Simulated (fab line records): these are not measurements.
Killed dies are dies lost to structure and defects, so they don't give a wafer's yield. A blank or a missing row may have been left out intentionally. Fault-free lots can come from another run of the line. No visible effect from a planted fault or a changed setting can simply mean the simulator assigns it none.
Comparing a struck lot with a sound one | flow rit-cmos | 14 steps out of a route of 202
Sound: wafers L990.1, L990.3, L990.4. Wafers struck: L992.1, L992.2, L992.5. Last of all comes the cause.
For every step that has rows: the tool of each side, followed by ch and its chambers, followed by its first start. Under that, the readings that differ: sound wafers | struck wafers | difference of the means | sigmas: that difference in standard deviations of wafers without a fault.
alike: same words and numbers on both sides, and readings whose means sit less than 2 such deviations apart. not compared: any withheld reading, any reading some wafer has no value for, any bound like >300 that may hide the same value, and any number with overlapping values for which the record gives no deviation.
The two part at a step that has a row with sigmas, a row that says differs or no value, or rows on one side only. Non-overlapping numbers with no deviation appear without sigmas and do not part them. A reading missing from all wafers of one side parts the sides only when that side holds two or more wafers.

first, 1 step without rows for these wafers: RIT_CONTACT_HARDBAKE_10 (time 60 s).
RIT_CONTACT_ETCH_11: etches SiO2 in CHF3/CF4/Ar, stops on TiSi2, target depth 480 nm, time 320 s.
  sound on rie-diel-01 ch 0,1,2, day 5 19:02; struck on rie-diel-03 ch 0,2,3, day 6 04:17
  alike: drypump-motor-current-A, mfc-ar-sccm, oes-product-au, throttle-valve-pct
  not compared: rf-hours-counter-h
RIT_CONTACT_STRIP_12: strips in O2, time 180 s.
  sound on plasma-asher-03 ch 0,1, day 5 19:14; struck on plasma-asher-03 ch 0,1, day 6 04:29
  alike: drypump-motor-current-A
  not compared: rf-hours-counter-h
RIT_CONTACT_CD_MEAS_90: target cd 1000 nm.
  sound on cd-sem-01 at day 5 19:25; struck on cd-sem-02 at day 6 04:40
  reading    | sound             | struck               | difference | sigmas
  cd-nm (nm) | 997.0 998.1 995.3 | 1003.7 1000.0 1000.6 | +4.6       | +2
then, 2 steps without rows for these wafers: RIT_CONTACT_CLEAN_13 (cleans in SC1, time 600 s); RIT_CONTACT_CLEAN_14 (cleans in SC2, time 600 s).
RIT_M1_SPUTTER_00: material Al, target thk 400 nm, time 500 s.
  sound on pvd-sputter-04 at day 5 19:53; struck on pvd-sputter-04 at day 6 05:09
  alike: throttle-valve-pct
RIT_M1_RS_MEAS_01: a four-point-probe measurement.
  sound on film-metro-03 at day 5 20:11; struck on film-metro-02 at day 6 05:26
  alike: M1_AL_RS
RIT_M1_THK_MEAS_02: measures by xrf.
  sound on film-metro-03 at day 5 20:19; struck on film-metro-02 at day 6 05:34
  alike: M1_AL_THK
then, 3 steps without rows for these wafers: RIT_M1_HMDS_03 (prime time 60 s); RIT_M1_COAT_04 (resist thk 1300 nm); RIT_M1_SOFTBAKE_05 (time 60 s).
RIT_M1_EXPOSE_06: exposes mask M12, target cd 2600 nm.
  struck on iline-stepper-02, day 6 06:12; sound on iline-stepper-02 ch 0, day 5 21:00
  no value came back on the struck wafers for exposure-dose-mJ-cm2, focus-offset-nm (nm), na; on the sound wafers exposure-dose-mJ-cm2 reads 249.68 249.65 249.61
  alike: mask
following that, these wafers have no rows for 1 step: RIT_M1_PEB_07.

## WHERE THEY PART
At RIT_CONTACT_CD_MEAS_90 first; at RIT_M1_EXPOSE_06 last (within this record only).

WHY: what the simulator had put in
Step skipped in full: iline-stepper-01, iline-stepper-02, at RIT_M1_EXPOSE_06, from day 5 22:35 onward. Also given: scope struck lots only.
